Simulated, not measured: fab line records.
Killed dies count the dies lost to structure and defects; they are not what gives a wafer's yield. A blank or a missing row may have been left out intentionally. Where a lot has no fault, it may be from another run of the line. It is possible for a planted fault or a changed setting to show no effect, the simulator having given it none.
A struck lot beside a sound one | flow rit_cmos | 16 out of 202 route steps
Sound: these wafers, L522.1, L522.2, L522.5. The struck wafers were L536.1, L536.2, L536.6. The cause comes at the end.
Each step with rows lists, per side, the tool, then ch with its chambers, then its first start. Under that, the readings that differ: sound wafers | struck wafers | difference of the means | sigmas: that difference in standard deviations of wafers without a fault.
alike: a reading whose means differ by less than 2 such deviations, as well as words and numbers matching on both sides. not compared: withheld readings; readings where some wafer has no value; bounds like >300 that might hide an equal value; numbers whose values overlap and for which the record gives no deviation.
A row with sigmas, a row that says differs or no value, or rows on one side alone: a step with any of these is where the two part. Non-overlapping numbers with no deviation appear without sigmas and do not part them. Lack of a reading on every wafer of one side parts them only where that side has two or more wafers.

RIT_GATE_THK_MEAS_07:
  sound on film_metro-01 at day 2 19:44; struck on film_metro-03 at day 5 14:34
  alike: GATE_OXIDE_THK
then, 1 step without rows for these wafers: RIT_GATE_CVD_08 (deposits poly-Si from SiH4, target thk 250 nm, time 2220 s).
RIT_GATE_THK_MEAS_09:
  sound on film_metro-01 at day 2 21:25; struck on film_metro-03 at day 5 16:31
  alike: GATE_POLY_THK
then, 6 steps without rows for these wafers: RIT_GATE_HMDS_10 (prime time 60 s); RIT_GATE_COAT_11 (resist thk 850 nm); RIT_GATE_SOFTBAKE_12 (time 60 s); RIT_GATE_EXPOSE_13 (exposes mask M6, target cd 150 nm); RIT_GATE_PEB_14; RIT_GATE_DEVELOP_15 (develop time 50 s).
RIT_GATE_CD_MEAS_16: target cd 150 nm.
  sound on cd_sem-01 at day 2 22:26; struck on cd_sem-01 at day 5 17:34
  alike: cd_nm
RIT_GATE_OVL_MEAS_17:
  sound on overlay-01 at day 2 22:34; struck on overlay-02 at day 5 17:41
  alike: GATE_OVL
then, 1 step without rows for these wafers: RIT_GATE_HARDBAKE_18 (time 60 s).
RIT_GATE_ETCH_19: etches poly-Si in SF6/CHF3/O2, stops on SiO2, time 165 s, target depth 312.5 nm.
  sound on rie_si-01 ch 0,1,3, day 2 22:45; struck on rie_si-01 ch 1,3, day 5 17:52
  no value came back on the struck wafers for any of 7 readings (CHF3_flow_sccm (sccm), O2_flow_sccm (sccm) and others); on the sound wafers CHF3_flow_sccm (sccm) reads 29.99 29.92 30.03
  reading                                     | sound             | struck            | difference | sigmas
  model.NOVOLAK_of_GATE_COAT_11.thk_nm (nm)   | 669.3 663.8 670.5 | 752.6 755.2 754.2 | +86.1      |
  model.SiO2_of_FOX2_OXIDATION_00.thk_nm (nm) | 242.1 241.2 234.4 | 266.4 266.6 267.7 | +27.7      |
  not compared: rf_hours_counter_h
RIT_GATE_STRIP_20: strips in O2, time 180 s.
  sound on plasma_asher-03 ch 0,1, day 2 22:52; struck on plasma_asher-03 ch 0,1, day 5 17:58
  alike: drypump_motor_current_A
  not compared: rf_hours_counter_h
RIT_GATE_CD_MEAS_90: target cd 150 nm.
  sound on cd_sem-01 at day 2 23:02; struck on cd_sem-02 at day 5 18:09
  reading    | sound             | struck | difference                    | sigmas
  cd_nm (nm) | 152.2 151.6 150.0 | - - -  | no value on the struck wafers |
RIT_M1_PROBE_99:
  sound on prober-01 at day 3 18:27; struck on prober-01 at day 6 14:38
  reading             | sound  | struck                                                               | difference                   | sigmas
  hold                | - - -  | await_dispo/1.7h/scrap await_dispo/1.7h/scrap await_dispo/1.7h/scrap | no value on the sound wafers |
  killed_at_front_end | 8 8 11 | 264 264 264                                                          | +255                         | +99 or more
  killed_dies         | 8 8 11 | 264 264 264                                                          | +255                         | +99 or more
  killed_on_rim       | 3 4 2  | 70 70 70                                                             | +67                          | +48
  alike: killed_at_contacts, killed_open, killed_short

== WHERE THEY PART ==
At RIT_GATE_ETCH_19 first; at RIT_M1_PROBE_99 last (within this record only).

WHY: what had been put in by the simulator
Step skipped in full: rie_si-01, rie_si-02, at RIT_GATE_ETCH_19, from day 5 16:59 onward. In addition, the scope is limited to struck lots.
